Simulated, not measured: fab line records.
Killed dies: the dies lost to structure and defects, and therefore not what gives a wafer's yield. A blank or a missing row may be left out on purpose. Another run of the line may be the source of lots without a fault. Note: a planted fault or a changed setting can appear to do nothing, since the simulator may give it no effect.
Which tool is to blame?    flow berkeley cmos170    14 lots, 42 wafers sampled, at 2 steps of a route of 331

WHAT THE GAUGES READ, wafer by wafer
UCB170_PSD_CD_MEAS_06: the cd target is 1200 nm.
lot   measured      on         cd nm (nm)
L985  day 6 20:39   cd sem-02  1201.3 1200.0 1200.5
L984  day 6 20:47   cd sem-01  1201.5 1201.6 1199.9
L986  day 7 03:47   cd sem-02  1201.5 1201.4 1201.0
L989  day 7 12:02   cd sem-01  1200.6 1199.3 1200.6
L988  day 7 12:23   cd sem-01  1199.7 1199.5 1199.3
L991  day 7 23:02   cd sem-02  1201.6 1200.7 1201.7
L993  day 8 12:11   cd sem-02  1202.6 1200.1 1200.7
L995  day 8 16:23   cd sem-02  1200.7 1201.5 1201.8
L994  day 8 16:30   cd sem-02  1201.2 1201.9 1202.3
L999  day 9 20:42   cd sem-01  1201.9 1203.4 1201.8
L100  day 9 21:13   cd sem-02  1208.9 1208.2 1207.0
L102  day 10 07:55  cd sem-01  1197.3 1196.3 1196.8
L101  day 10 08:23  cd sem-02  1206.0 1206.3 1208.1
L106  day 11 05:44  cd sem-02  1198.3 1198.3 1197.5

EACH LOT AND THE TOOL THAT RAN IT (in order: tool; ch and the chambers of the sampled wafers; start)
lot   UCB170_PSD_PEB_04
L985  litho track-04 ch 0, day 6 20:23
L984  litho track-01 ch 0, day 6 20:31
L986  litho track-01 ch 0, day 7 03:31
L989  litho track-02 ch 0, day 7 11:46
L988  litho track-02 ch 0, day 7 12:07
L991  litho track-01 ch 0, day 7 22:46
L993  litho track-01 ch 0, day 8 11:55
L995  litho track-04 ch 0, day 8 16:07
L994  litho track-02 ch 0, day 8 16:14
L999  litho track-04 ch 0, day 9 20:26
L100  litho track-04 ch 0, day 9 20:56
L102  litho track-02 ch 0, day 10 07:38
L101  litho track-04 ch 0, day 10 08:07
L106  litho track-02 ch 0, day 11 05:15
- UCB170_PSD_PEB_04

AS READ BY THE TOOLS THEMSELVES (means over the sampled wafers that have a number; for cases with no such wafer, the mark the record gives instead)
UCB170_PSD_PEB_04.
lot   tool            plate temp C (C)
L985  litho track-04  130.16
L984  litho track-01  130.04
L986  litho track-01  130.05
L989  litho track-02  130.17
L988  litho track-02  129.99
L991  litho track-01  129.94
L993  litho track-01  129.95
L995  litho track-04  130.18
L994  litho track-02  129.90
L999  litho track-04  130.16
L100  litho track-04  129.91
L102  litho track-02  129.97
L101  litho track-04  130.04
L106  litho track-02  129.84

THE ANSWER, worked out from the rows above alone
Rule: what is usual is taken from the lots themselves. Put in order of their means at a reading, lots are off if they are a third of the lots or fewer, leave a main group of 4 or more, and stand apart from it by a gap of 3 or more times the standard deviation of the main group's means; of several such gaps the widest counts. A main group is skipped when, at the precision printed for the reading in the tables above, its means are all equal. A lot without any number at a reading at which 4 lots or more have one is off too. Where the step has rows for the other lots, those lots are counted as sound. After the gauges, taken in route order, come the tools' own readings; for these a lot's mean is taken, as printed above. At the first step where some lot is off, the reading lying furthest off is the one used; lots without a number count as furthest.
Across all readings shown, no lot is off: no conclusion can be drawn from this.

WHAT THE SIMULATOR PUT IN
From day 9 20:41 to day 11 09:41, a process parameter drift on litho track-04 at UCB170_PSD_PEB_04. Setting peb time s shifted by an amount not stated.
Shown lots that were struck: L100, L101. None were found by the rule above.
